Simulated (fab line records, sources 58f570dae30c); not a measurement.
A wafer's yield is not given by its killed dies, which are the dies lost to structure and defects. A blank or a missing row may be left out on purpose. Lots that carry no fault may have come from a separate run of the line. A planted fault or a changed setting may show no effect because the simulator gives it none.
Chamber matching    flow berkeley_cmos170    UCB170_V1_CVD_00 on pecvd-01 has 3 sister chambers
The step deposits SiO2 from TEOS/O2, target thk 2000 nm, time 260.8 s. 16 wafers are shown with their chamber, then 8 later ones without.

## WAFERS WITH THEIR CHAMBER
wafer   chamber  heater_power_w (W)
L820.1  0        224
L820.2  1        265
L820.6  1        317
L822.1  0        258
L822.2  1        304
L822.3  2        188
L827.2  2        245
L827.3  1        296
L827.6  1        223
L832.2  2        206
L832.3  1        232
L832.5  2        260
L834.1  2        200
L834.4  2        258
L834.6  0        188
L837.1  0        255

SIGNATURES (averages over the wafers above)
reading         chamber 0  chamber 1  chamber 2  scatter within a chamber
heater_power_w  231.25     272.83     226.17     35
Rule: for a wafer and a chamber, the distance is found by dividing, reading by reading, the gap between the wafer's reading and the chamber's mean by the reading's scatter, squaring, summing and taking the root. If the next closest chamber is less than 2 further off than the closest, the wafer can't be placed; otherwise it belongs to the closest. The scatter: the root of (the sum of the squares of (reading less its chamber's mean) over the shown wafers, divided by (wafers less chambers)).

## WAFERS WITHOUT THEIR CHAMBER
wafer   heater_power_w (W)
L837.4  183
L837.5  175
L836.1  222
L836.2  316
L836.6  254
L842.3  238
L842.4  179
L842.6  326

## EACH ONE'S CHAMBER
wafer   from the rows above           in truth
L837.4  can't be placed: 2 or 0 or 1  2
L837.5  can't be placed: 2 or 0 or 1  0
L836.1  can't be placed: 2 or 0 or 1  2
L836.2  can't be placed: 1 or 0 or 2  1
L836.6  can't be placed: 1 or 0 or 2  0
L842.3  can't be placed: 0 or 2 or 1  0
L842.4  can't be placed: 2 or 0 or 1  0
L842.6  can't be placed: 1 or 0 or 2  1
Correct placement for 0 of the 8. Cannot be placed on the basis of these rows: 8; the candidates contain the true chamber in 8. Wrongly placed: 0.
